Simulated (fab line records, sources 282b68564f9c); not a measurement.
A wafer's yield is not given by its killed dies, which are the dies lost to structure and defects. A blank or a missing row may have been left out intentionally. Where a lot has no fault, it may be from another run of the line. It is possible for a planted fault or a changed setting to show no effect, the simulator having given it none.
Struck lot and sound lot, side by side | flow rit cmos | 17 steps out of a route of 202
Sound: the wafers L743.3, L743.4, L743.6. Wafers L761.3, L761.4, L761.5 were the ones struck. At the end, the cause is stated.
For every step that has rows: the tool of each side, followed by ch and its chambers, followed by its first start. Under that, the readings that differ: sound wafers | struck wafers | difference of the means | sigmas: that difference in standard deviations of wafers without a fault.
alike: words and numbers the same on both sides, and readings whose means are apart by under 2 such deviations; not compared: readings that were withheld, readings missing a value for some wafer, numbers with overlapping values and no deviation given by the record, and bounds like >300 which may hide the same value.
Wherever a step has rows on one side only, a row that says differs or no value, or a row with sigmas, the two part there. Non-overlapping numbers with no deviation appear without sigmas and do not part them. A reading that every wafer of one side lacks parts them only if that side has two wafers or more.

first, 1 step without rows for these wafers: RIT_PSD_IMPLANT_08.
RIT_PSD_STRIP_09: strips in O2, time 180 s.
  sound on plasma asher-02 ch 0,1, day 3 06:23; struck on plasma asher-02 ch 0,1, day 7 02:40
  alike: chamber pressure mTorr, drypump motor current A, rf refl power W
  not compared: rf hours counter h
RIT_PSD_TW_MEAS_10:
  sound: film metro-03 at day 3 06:32; struck: film metro-03 at day 7 02:47
  alike: PSD_TW
then, 3 steps without rows for these wafers: RIT_SDANNEAL_CLEAN_00 (cleans in SC1, time 600 s); RIT_SDANNEAL_CLEAN_01 (cleans in dHF, time 30 s); RIT_SDANNEAL_CLEAN_02 (cleans in SC2, time 600 s).
RIT_SDANNEAL_RTA_03: time 5 s.
  sound on rtp anneal-01 ch 0, day 3 06:58; struck on rtp anneal-01 ch 0, day 7 03:13
  alike: wafer_temp_C_max
RIT_SDANNEAL_RS_MEAS_04: measures by four-point-probe.
  sound: film metro-02 at day 3 07:02; struck: film metro-01 at day 7 03:18
  reading         | sound             | struck            | difference | sigmas
  PSD_RS (ohm/sq) | 115.1 115.3 115.2 | 115.8 116.0 116.0 | +0.7       | +2
RIT_SDANNEAL_RS_MEAS_05: measures by four-point-probe.
  sound: film metro-02 at day 3 07:10; struck: film metro-01 at day 7 03:25
  alike: NSD_RS
RIT_SDANNEAL_RS_MEAS_06: measures by four-point-probe.
  sound: film metro-02 at day 3 07:17; struck: film metro-01 at day 7 03:32
  reading          | sound             | struck            | difference | sigmas
  PLDD_RS (ohm/sq) | 177.6 177.8 177.8 | 178.8 179.6 179.1 | +1.4       | +3
RIT_SDANNEAL_RS_MEAS_07: measures by four-point-probe.
  sound: film metro-02 at day 3 07:24; struck: film metro-01 at day 7 03:40
  alike: NLDD_RS
then, 1 step without rows for these wafers: RIT_SILICIDE_WET_ETCH_00 (etches SiO2 in BOE, target depth 14 nm, time 15.32 s).
RIT_SILICIDE_SPUTTER_01: material Ti, target thk 30 nm, time 240 s.
  sound: pvd sputter-02 at day 3 07:29; struck: pvd sputter-03 at day 7 03:46
  reading                                     | sound             | struck          | difference | sigmas
  model.Ti_of_SILICIDE_SPUTTER_01.thk nm (nm) | 30.75 30.77 30.62 | 31.6 31.5 32.06 | +1.0       |
  alike: chamber pressure pa, throttle valve pct
RIT_SILICIDE_RS_MEAS_02: measures by four-point-probe.
  sound: film metro-04 at day 3 07:41; struck: film metro-02 at day 7 03:57
  reading                 | sound          | struck         | difference | sigmas
  SILICIDE_TI_RS (ohm/sq) | 46.4 46.4 46.6 | 44.9 45.1 44.2 | -1.7       | -2
RIT_SILICIDE_THK_MEAS_03: measures by xrf.
  sound: film metro-04 at day 3 07:47; struck: film metro-02 at day 7 04:03
  alike: SILICIDE_TI_THK
RIT_SILICIDE_RTA_04: time 10 s, ramp up 5 s, ramp down 5 s.
  sound on rtp anneal-02 ch 0, day 3 07:50; struck on rtp anneal-02 ch 0, day 7 04:07
  alike: wafer_temp_C_max
RIT_M1_PROBE_99:
  sound: prober-01 at day 3 14:44; struck: prober-02 at day 7 11:44
  reading                          | sound             | struck            | difference | sigmas
  killed at contacts               | 0 0 0             | 0 0 2             | +1         | +2
  model.etest.npoly line.rs ohm sq | 16.8 16.74 16.89  | 16.49 16.34 16.31 | -0.43      |
  model.etest.ppoly line.rs ohm sq | 16.33 16.15 16.34 | 15.87 16.05 15.83 | -0.36      |
  model.etest.npoly sal.rs ohm sq  | 4.248 4.212 4.24  | 4.165 4.178 4.099 | -0.086     |
  model.etest.ppoly sal.rs ohm sq  | 4.219 4.223 4.221 | 4.14 4.146 4.092  | -0.10      |
  model.etest.pplus sal.rs ohm sq  | 4.176 4.186 4.233 | 4.117 4.149 4.074 | -0.085     |
  model.etest.nplus sal.rs ohm sq  | 4.167 4.197 4.234 | 4.137 4.104 4.095 | -0.087     |
  alike: killed at front end, killed dies, killed open, killed short
  not compared: model.etest.contact nplus.end ohm um, model.etest.contact pplus.end ohm um

== WHERE THEY PART ==
First at RIT_SDANNEAL_RS_MEAS_04; last, within this record, at RIT_M1_PROBE_99.

WHY: the cause the simulator had injected
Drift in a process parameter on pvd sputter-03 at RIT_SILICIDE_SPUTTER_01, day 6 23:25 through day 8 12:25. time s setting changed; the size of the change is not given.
